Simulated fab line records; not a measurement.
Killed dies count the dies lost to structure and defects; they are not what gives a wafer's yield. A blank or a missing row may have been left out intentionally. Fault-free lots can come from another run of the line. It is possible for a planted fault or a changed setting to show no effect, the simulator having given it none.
Struck lot and sound lot, side by side	flow rit-cmos	17 steps out of a route of 202
Sound: wafers L249.2, L249.4, L249.5. Struck: wafers L261.1, L261.3, L261.4. The cause is given at the end.
Order at every step that has rows: each side's tool, ch and its chambers, its first start. Under that, the readings that differ: sound wafers	struck wafers	difference of the means	sigmas: that difference in standard deviations of wafers without a fault.
alike: a reading whose means differ by less than 2 such deviations, as well as words and numbers matching on both sides. not compared: withheld readings; readings where some wafer has no value; bounds like >300 that might hide an equal value; numbers whose values overlap and for which the record gives no deviation.
A row with sigmas, a row that says differs or no value, or rows on one side alone: a step with any of these is where the two part. Non-overlapping numbers with no deviation appear without sigmas and do not part them. A reading that every wafer of one side lacks parts them only if that side has two wafers or more.

first, 1 step without rows for these wafers: RIT_PSD_IMPLANT_08.
RIT_PSD_STRIP_09: strips in O2, time 180 s.
  sound on plasma-asher-01 ch 0,1, day 4 06:40; struck on plasma-asher-02 ch 0,1, day 6 18:32
  alike: drypump-motor-current-A
  not compared: rf-hours-counter-h
RIT_PSD_TW_MEAS_10:
  sound on film-metro-02 at day 4 06:52; struck on film-metro-01 at day 6 18:42
  alike: PSD_TW
then, 3 steps without rows for these wafers: RIT_SDANNEAL_CLEAN_00 (cleans in SC1, time 600 s); RIT_SDANNEAL_CLEAN_01 (cleans in dHF, time 30 s); RIT_SDANNEAL_CLEAN_02 (cleans in SC2, time 600 s).
RIT_SDANNEAL_RTA_03: time 5 s.
  sound on rtp-anneal-01 ch 0, day 4 07:17; struck on rtp-anneal-01 ch 0, day 6 19:29
  alike: wafer_temp_C_max
RIT_SDANNEAL_RS_MEAS_04: the measuring method here is four-point-probe.
  sound on film-metro-03 at day 4 07:21; struck on film-metro-02 at day 6 19:32
  alike: PSD_RS
RIT_SDANNEAL_RS_MEAS_05: the measuring method here is four-point-probe.
  sound on film-metro-03 at day 4 07:28; struck on film-metro-02 at day 6 19:40
  alike: NSD_RS
RIT_SDANNEAL_RS_MEAS_06: the measuring method here is four-point-probe.
  sound on film-metro-03 at day 4 07:35; struck on film-metro-02 at day 6 19:47
  alike: PLDD_RS
RIT_SDANNEAL_RS_MEAS_07: the measuring method here is four-point-probe.
  sound on film-metro-03 at day 4 07:43; struck on film-metro-02 at day 6 19:54
  alike: NLDD_RS
then, 1 step without rows for these wafers: RIT_SILICIDE_WET_ETCH_00 (etches SiO2 in BOE, target depth 14 nm, time 15 s).
RIT_SILICIDE_SPUTTER_01: material Ti, target thk 30 nm, time 240 s.
  sound on pvd-sputter-03 at day 4 07:50; struck on pvd-sputter-03 at day 6 20:02
reading	sound	struck	difference	sigmas
cathode-dc-power-W (W)	349.94 349.97 350.04	386.04 386.10 385.97	+36.05	+99 or more
model.Ti_of_SILICIDE_SPUTTER_01.thk-nm (nm)	30.14 30.2 30.23	33.46 33.39 33.54	+3.27	
  alike: throttle-valve-pct
RIT_SILICIDE_RS_MEAS_02: the measuring method here is four-point-probe.
  sound on film-metro-04 at day 4 08:00; struck on film-metro-04 at day 6 20:11
reading	sound	struck	difference	sigmas
SILICIDE_TI_RS (ohm/sq)	47.7 47.4 47.4	41.8 41.9 41.7	-5.7	-8
RIT_SILICIDE_THK_MEAS_03: measures by xrf.
  sound on film-metro-04 at day 4 08:07; struck on film-metro-04 at day 6 20:19
reading	sound	struck	difference	sigmas
SILICIDE_TI_THK (nm)	30.1 30.1 30.1	33.4 33.4 33.4	+3.3	+7
RIT_SILICIDE_RTA_04: time 10 s, ramp up 5 s, ramp down 5 s.
  sound on rtp-anneal-02 ch 0, day 4 08:10; struck on rtp-anneal-02 ch 0, day 6 20:22
  alike: wafer_temp_C_max
RIT_M1_PROBE_99:
  sound on prober-02 at day 4 14:38; struck on prober-02 at day 7 03:39
reading	sound	struck	difference	sigmas
model.etest.contact-pplus.end-ohm-um	43.22 43.34 43.51	46.47 47.62 47.79	+3.94	
model.etest.contact-nplus.end-ohm-um	42.18 41.29 41.19	47.26 45.8 47.42	+5.27	
model.etest.npoly-line.rs-ohm-sq	16.89 17.01 17	15.81 15.86 15.81	-1.14	
model.etest.ppoly-line.rs-ohm-sq	16.53 16.59 16.45	15.45 15.47 15.41	-1.08	
model.etest.npoly-sal.rs-ohm-sq	4.343 4.355 4.341	3.941 3.962 3.927	-0.403	
model.etest.ppoly-sal.rs-ohm-sq	4.347 4.33 4.335	3.906 3.927 3.94	-0.413	
  alike: killed-at-contacts, killed-at-front-end, killed-dies, killed-open, killed-short
  not compared: model.etest.npoly-line.line-ohm-um, model.etest.ppoly-line.line-ohm-um

WHERE THEY PART
Earliest at RIT_SILICIDE_SPUTTER_01; latest, in this record, at RIT_SILICIDE_THK_MEAS_03. Later steps at which nothing parts them and some readings are alike: RIT_SILICIDE_RTA_04, RIT_M1_PROBE_99.

WHY: whatever the simulator had introduced
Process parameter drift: pvd-sputter-03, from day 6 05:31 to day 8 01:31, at RIT_SILICIDE_SPUTTER_01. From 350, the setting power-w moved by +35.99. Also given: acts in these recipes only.
